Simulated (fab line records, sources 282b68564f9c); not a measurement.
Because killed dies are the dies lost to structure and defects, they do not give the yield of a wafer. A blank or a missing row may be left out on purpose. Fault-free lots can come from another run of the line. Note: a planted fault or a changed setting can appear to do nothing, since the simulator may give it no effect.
A lot that was struck, set against a sound lot	flow rit cmos	10 out of 202 route steps
Sound: these wafers, L766.3, L766.4, L766.5. Wafers struck: L756.1, L756.3, L756.4. At the end, the cause is stated.
Order at every step that has rows: each side's tool, ch and its chambers, its first start. Under that, the readings that differ: sound wafers	struck wafers	difference of the means	sigmas: that difference in standard deviations of wafers without a fault.
alike: same words and numbers on both sides, and readings whose means sit less than 2 such deviations apart. not compared: any withheld reading, any reading some wafer has no value for, any bound like >300 that may hide the same value, and any number with overlapping values for which the record gives no deviation.
A row with sigmas, a row that says differs or no value, or rows on one side alone: a step with any of these is where the two part. Numbers that have no deviation but don't overlap get no sigmas and don't part them. A reading that every wafer of one side lacks parts them only if that side has two wafers or more.

RIT_ACTIVE_BOW_MEAS_00:
  struck on film metro-03, day 2 21:00; sound on film metro-01, day 4 23:02
  alike: INCOMING_BOW
then, 1 step without rows for these wafers: RIT_ACTIVE_OXIDATION_01 (target thk 46.8 nm, ox time 3360 s).
RIT_ACTIVE_THK_MEAS_02:
  struck on film metro-03, day 3 01:25; sound on film metro-01, day 5 01:04
  alike: ACTIVE_OXIDE_THK
then, 1 step without rows for these wafers: RIT_ACTIVE_CVD_03 (deposits Si3N4 from SiH2Cl2/NH3, target thk 150 nm, time 1500 s).
RIT_ACTIVE_THK_MEAS_04:
  struck on film metro-02, day 3 02:53; sound on film metro-03, day 5 02:33
  alike: ACTIVE_NITRIDE_THK
then, 3 steps without rows for these wafers: RIT_ACTIVE_HMDS_05 (prime time 60 s); RIT_ACTIVE_COAT_06 (resist thk 1000 nm); RIT_ACTIVE_SOFTBAKE_07 (time 60 s).
RIT_ACTIVE_EXPOSE_08: exposes mask M1, target cd 1400 nm.
  struck on iline stepper-01, day 3 03:23; sound on iline stepper-01 ch 0, day 5 03:07
  no value came back on the struck wafers for exposure dose mJ cm2, focus offset nm (nm), reticle temp C (C); on the sound wafers exposure dose mJ cm2 reads 226.3 225.9 226.5
  alike: mask
after that, 1 step had no rows for these wafers: RIT_ACTIVE_PEB_09.

## WHERE THEY PART
Only at RIT_ACTIVE_EXPOSE_08, as far as this record shows.

WHY: what the simulator had put in
Entire step skipped (iline stepper-01, RIT_ACTIVE_EXPOSE_08), from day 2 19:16 onward. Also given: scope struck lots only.
